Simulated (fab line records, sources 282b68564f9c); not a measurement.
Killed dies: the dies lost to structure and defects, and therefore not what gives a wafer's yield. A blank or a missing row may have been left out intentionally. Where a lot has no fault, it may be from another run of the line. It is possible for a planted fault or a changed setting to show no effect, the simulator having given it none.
Problem report, 8D (eight disciplines) form, completed by code :: flow rit cmos :: the parts of the form that need people (team, actions taken, sign-off) are left out

1. WHAT IS WRONG
At RIT_NRETRO_IMPLANT_08, beam energy keV averages 79.094 over 6 wafers from 2 lots, while fault-free wafers read 70.001, standard deviation 0.023. That is +99 or more standard deviations from the usual mean.
Seen first at day 3 22:03 on implanter-04, wafer L312.2. At this step, 42 wafers from 14 lots have a number in the record. The rule behind "out" and "out of limits": a value lying over 4 standard deviations away from the usual mean. All remaining wafers that have a number are taken as sound.

2. WHAT IT IS; WHAT IT IS NOT
question: which readings at this step
is: beam energy keV
is not: faraday current uA

question: which lots
is: L312, L317
is not: L305, L306, L307, L308, L314, L315, L316, L320, L323, L324, L326, L328

question: which wafers of those lots
is: all that have a number
is not: -

question: read on which tools
is: implanter-04
is not: implanter-01, implanter-02

question: when
is: from day 3 22:03
is not: up to then (12 sound wafers); but 24 sound wafers of L314, L315, L316, L320, L323, L324, L326, L328 came after

3. WHAT RULES OUT EACH SUSPECT
Counting: a tool stays on the suspect list if, at a process step up to the reading, it processed all lots that are out and no sound lot following the first of them.
- implanter-04 at RIT_NRETRO_IMPLANT_08: ruled out as a lasting fault. The sound lots L328 went through it after L312, its earliest lot that is out (day 3 22:03).
Left after counting: nothing in the record.

4. THE CAUSE (what the simulator had put in)
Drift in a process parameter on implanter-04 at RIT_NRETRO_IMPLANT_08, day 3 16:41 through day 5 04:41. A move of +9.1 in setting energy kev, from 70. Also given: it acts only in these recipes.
Counting ruled it out, wrongly.

5. THE EFFECT CHAIN, in route order
Rows list readings where the struck wafers' mean (over those with a number) sits beyond 3 standard deviations from the usual. Scope: only readings with a usual standard deviation given in the record; hours: median across lots of the time from each lot's start at the first step in this table that gives one to its start at this step; sigmas: change in usual standard deviations.
hours: 0
step: RIT_NRETRO_IMPLANT_08
reading: beam energy keV
usual: 70.001
on struck wafers: 79.094
change: +9.093
sigmas: +99 or more
Process steps it contains:
- RIT_NRETRO_IMPLANT_08
At these later measuring or inspecting steps, every struck wafer for which the step has a row has a number for every such reading, and none has moved that far: RIT_NRETRO_TW_MEAS_10, RIT_GATE_CD_MEAS_16, RIT_SILICIDE_RS_MEAS_02, RIT_SILICIDE_THK_MEAS_03.

6. HOW IT WOULD HAVE BEEN CAUGHT EARLIER
5 hours passed between the start of the fault at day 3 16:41 and the first reading out of limits in this record, taken at day 3 22:03.
